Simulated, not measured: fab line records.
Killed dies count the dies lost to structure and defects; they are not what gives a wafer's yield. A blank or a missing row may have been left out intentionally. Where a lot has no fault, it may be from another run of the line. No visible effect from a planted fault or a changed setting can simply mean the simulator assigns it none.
Which tool did it? ; flow rit cmos ; Sampling: 14 lots, 42 wafers, 2 of 202 route steps

== WHAT THE GAUGES READ, wafer by wafer ==
The record lacks any reading of a measuring or inspecting step that a usual standard deviation could be used to judge.

== TOOL THAT RAN EACH LOT (tool first, then ch and the chambers of the sampled wafers, then the start) ==
lot;RIT_PRETRO_STRIP_09;RIT_M1_PROBE_99
L623;plasma asher-04 ch 0,1, day 2 17:01;-
L624;plasma asher-03 ch 0, day 2 19:37;-
L626;plasma asher-04 ch 0, day 3 09:20;-
L627;plasma asher-04 ch 0,1, day 3 13:24;-
L630;plasma asher-03 ch 0,1, day 4 06:35;-
L632;plasma asher-03 ch 0,1, day 4 14:16;-
L633;plasma asher-04 ch 0,1, day 4 20:01;-
L634;plasma asher-03 ch 0,1, day 5 01:53;prober-02, day 6 03:59
L635;plasma asher-04 ch 1, day 5 02:45;prober-01, day 6 07:10
L636;plasma asher-03 ch 0,1, day 5 07:51;-
L640;plasma asher-03 ch 0,1, day 6 06:14;-
L641;plasma asher-04 ch 0,1, day 6 11:23;-
L643;plasma asher-04 ch 0,1, day 6 20:53;-
L644;plasma asher-03 ch 0,1, day 7 01:44;-
- RIT_PRETRO_STRIP_09: strips in O2, time 180 s.
- RIT_M1_PROBE_99

== WHAT THE TOOLS THEMSELVES READ (means of the sampled wafers that have a number; where no wafer has one, the mark that the record gives instead) ==
RIT_PRETRO_STRIP_09. Usual: chamber pressure mTorr 4000 mTorr, standard deviation 3.5; drypump motor current A 5.98 A, standard deviation 0.29.
lot;tool;chamber pressure mTorr (mTorr);drypump motor current A (A);flag
L623;plasma asher-04;4001;5.84;
L624;plasma asher-03;3998;5.93;
L626;plasma asher-04;4000;6.30;
L627;plasma asher-04;3998;6.07;
L630;plasma asher-03;3999;6.06;
L632;plasma asher-03;3999;6.17;
L633;plasma asher-04;4001;6.07;
L634;plasma asher-03;-;-;OFF
L635;plasma asher-04;-;-;OFF
L636;plasma asher-03;4002;6.17;
L640;plasma asher-03;4001;6.06;
L641;plasma asher-04;4002;6.05;
L643;plasma asher-04;4001;6.05;
L644;plasma asher-03;3999;6.19;

RIT_M1_PROBE_99. Usual: killed at contacts 0.1, standard deviation 0.31; killed at front end 7, standard deviation 3; killed dies 7, standard deviation 3; killed on rim 1.8, standard deviation 1.2; killed open 3.2, standard deviation 1.9; killed short 3.6, standard deviation 2.2.
lot;tool;killed at contacts;killed at front end;killed dies;killed on rim;killed open;killed short;flag
L634;prober-02;0.0;264;264;70.0;3.3;6.0;OFF
L635;prober-01;0.3;264;264;70.0;4.3;2.7;OFF

== THE ANSWER, worked out from the rows above alone ==
Rule: a lot counts as off when the mean over its wafers that have a number is more than 3 standard deviations away from the usual mean. A lot without any number at a reading at which 4 lots or more have one is off too. Where the step has rows for the other lots, those lots are counted as sound. First the gauges in route order, then the tools' own readings, where a lot's mean is used as printed above. At the first step where some lot is off, the reading lying furthest off is the one used; lots without a number count as furthest.
Off: L634, L635 (RIT_PRETRO_STRIP_09, chamber pressure mTorr). Without a number there: L634, L635.
If a tool, at that step or one of the process steps before it, ran each lot that is off and ran no sound lot following the first of them, it fits. No candidate that was tried fits.

== WHAT THE SIMULATOR HAD INSERTED ==
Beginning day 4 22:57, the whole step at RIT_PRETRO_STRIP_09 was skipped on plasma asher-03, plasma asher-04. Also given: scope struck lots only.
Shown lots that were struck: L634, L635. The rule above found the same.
